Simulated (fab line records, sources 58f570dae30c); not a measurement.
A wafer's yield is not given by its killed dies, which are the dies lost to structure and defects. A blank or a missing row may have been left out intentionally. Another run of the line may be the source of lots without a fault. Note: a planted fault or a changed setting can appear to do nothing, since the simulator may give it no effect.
The tool behind it: which one? / flow berkeley-cmos170 / 15 lots, 45 wafers sampled, at 3 steps of a route of 331

WHAT THE GAUGES SHOWED, per wafer
UCB170_PLDD_TW_MEAS_11.
lot=L247; measured=day 5 19:33; on=film-metro-04; PLDD_TW=1013 1011 1013
lot=L248; measured=day 6 06:34; on=film-metro-02; PLDD_TW=1019 1016 1020
lot=L249; measured=day 6 06:47; on=film-metro-02; PLDD_TW=1012 1022 1016
lot=L250; measured=day 6 17:31; on=film-metro-04; PLDD_TW=1008 1005 1009
lot=L251; measured=day 6 20:52; on=film-metro-02; PLDD_TW=1022 1017 1014
lot=L253; measured=day 7 08:32; on=film-metro-03; PLDD_TW=1149 1151 1150
lot=L252; measured=day 7 08:32; on=film-metro-04; PLDD_TW=1008 1009 1006
lot=L255; measured=day 7 13:33; on=film-metro-03; PLDD_TW=1153 1162 1151
lot=L254; measured=day 7 13:32; on=film-metro-02; PLDD_TW=1014 1018 1021
lot=L257; measured=day 8 16:53; on=film-metro-02; PLDD_TW=1148 1150 1155
lot=L263; measured=day 9 07:52; on=film-metro-04; PLDD_TW=999 1003 1005
lot=L267; measured=day 10 08:44; on=film-metro-04; PLDD_TW=1013 1020 1011
lot=L266; measured=day 10 09:27; on=film-metro-03; PLDD_TW=1013 1007 1005
lot=L268; measured=day 10 09:43; on=film-metro-02; PLDD_TW=1014 1016 1025
lot=L270; measured=day 11 00:43; on=film-metro-04; PLDD_TW=1010 1013 1010

UCB170_SDANNEAL_RS_MEAS_04: a four-point-probe measurement.
lot=L247; measured=day 6 08:53; on=film-metro-03; PLDD_RS (ohm/sq)=1033 1034 1032
lot=L248; measured=day 6 19:29; on=film-metro-03; PLDD_RS (ohm/sq)=1033 1030 1030
lot=L249; measured=day 6 20:02; on=film-metro-02; PLDD_RS (ohm/sq)=1028 1030 1033
lot=L250; measured=day 7 07:43; on=film-metro-02; PLDD_RS (ohm/sq)=1036 1035 1034
lot=L251; measured=day 7 08:40; on=film-metro-02; PLDD_RS (ohm/sq)=1025 1028 1030
lot=L253; measured=day 7 21:56; on=film-metro-04; PLDD_RS (ohm/sq)=757 757 759
lot=L252; measured=day 7 22:50; on=film-metro-02; PLDD_RS (ohm/sq)=1032 1031 1031
lot=L255; measured=day 7 23:25; on=film-metro-02; PLDD_RS (ohm/sq)=754 754 755
lot=L254; measured=day 7 23:15; on=film-metro-03; PLDD_RS (ohm/sq)=1029 1028 1033
lot=L257; measured=day 9 06:28; on=film-metro-03; PLDD_RS (ohm/sq)=757 757 758
lot=L263; measured=day 9 21:28; on=film-metro-04; PLDD_RS (ohm/sq)=1039 1034 1035
lot=L267; measured=day 10 23:35; on=film-metro-04; PLDD_RS (ohm/sq)=1034 1031 1033
lot=L266; measured=day 10 23:40; on=film-metro-03; PLDD_RS (ohm/sq)=1035 1033 1034
lot=L268; measured=day 10 23:44; on=film-metro-02; PLDD_RS (ohm/sq)=1024 1028 1024
lot=L270; measured=day 11 15:52; on=film-metro-04; PLDD_RS (ohm/sq)=1032 1030 1027

TOOL THAT RAN EACH LOT (tool first, then ch and the chambers of the sampled wafers, then the start)
lot=L247; UCB170_PLDD_IMPLANT_08=implanter-03 ch 0, day 5 19:10
lot=L248; UCB170_PLDD_IMPLANT_08=implanter-02 ch 0, day 6 06:10
lot=L249; UCB170_PLDD_IMPLANT_08=implanter-03 ch 0, day 6 06:23
lot=L250; UCB170_PLDD_IMPLANT_08=implanter-02 ch 0, day 6 17:07
lot=L251; UCB170_PLDD_IMPLANT_08=implanter-04 ch 0, day 6 20:29
lot=L253; UCB170_PLDD_IMPLANT_08=implanter-03 ch 0, day 7 07:49
lot=L252; UCB170_PLDD_IMPLANT_08=implanter-02 ch 0, day 7 08:09
lot=L255; UCB170_PLDD_IMPLANT_08=implanter-04 ch 0, day 7 12:51
lot=L254; UCB170_PLDD_IMPLANT_08=implanter-02 ch 0, day 7 13:10
lot=L257; UCB170_PLDD_IMPLANT_08=implanter-03 ch 0, day 8 16:11
lot=L263; UCB170_PLDD_IMPLANT_08=implanter-03 ch 0, day 9 07:29
lot=L267; UCB170_PLDD_IMPLANT_08=implanter-03 ch 0, day 10 08:20
lot=L266; UCB170_PLDD_IMPLANT_08=implanter-04 ch 0, day 10 09:04
lot=L268; UCB170_PLDD_IMPLANT_08=implanter-03 ch 0, day 10 09:19
lot=L270; UCB170_PLDD_IMPLANT_08=implanter-02 ch 0, day 11 00:20
- UCB170_PLDD_IMPLANT_08

WHAT THE TOOLS THEMSELVES READ (means of the sampled wafers that have a number; where no wafer has one, the mark that the record gives instead)
The record holds no such reading with a usual standard deviation.

THE ANSWER, worked out from the rows above alone
Rule: the lots themselves supply what counts as usual. Put in order of their means at a reading, lots are off if they are a third of the lots or fewer, leave a main group of 4 or more, and stand apart from it by a gap of 3 or more times the standard deviation of the main group's means; of several such gaps the widest counts. A main group is skipped when, at the precision printed for the reading in the tables above, its means are all equal. Also off: a lot with no number at a reading for which 4 or more lots have one. Any other lot the step has rows for is counted as sound. The gauges are gone through in route order, then the tools' own readings, and for those a lot's mean is taken as printed above. At the first step where some lot is off, the reading lying furthest off is the one used; lots without a number count as furthest.
Off: L253, L255, L257, at UCB170_PLDD_TW_MEAS_11 (PLDD_TW). The main group: mean 1013, standard deviation 5.1.
If a tool, at a process step before that reading, ran all the lots that are off and no sound lot after the first of them, it fits. The gauges at UCB170_PLDD_TW_MEAS_11 are tried like those tools. Not one of the candidates tried fits.

WHAT HAD BEEN PUT IN BY THE SIMULATOR
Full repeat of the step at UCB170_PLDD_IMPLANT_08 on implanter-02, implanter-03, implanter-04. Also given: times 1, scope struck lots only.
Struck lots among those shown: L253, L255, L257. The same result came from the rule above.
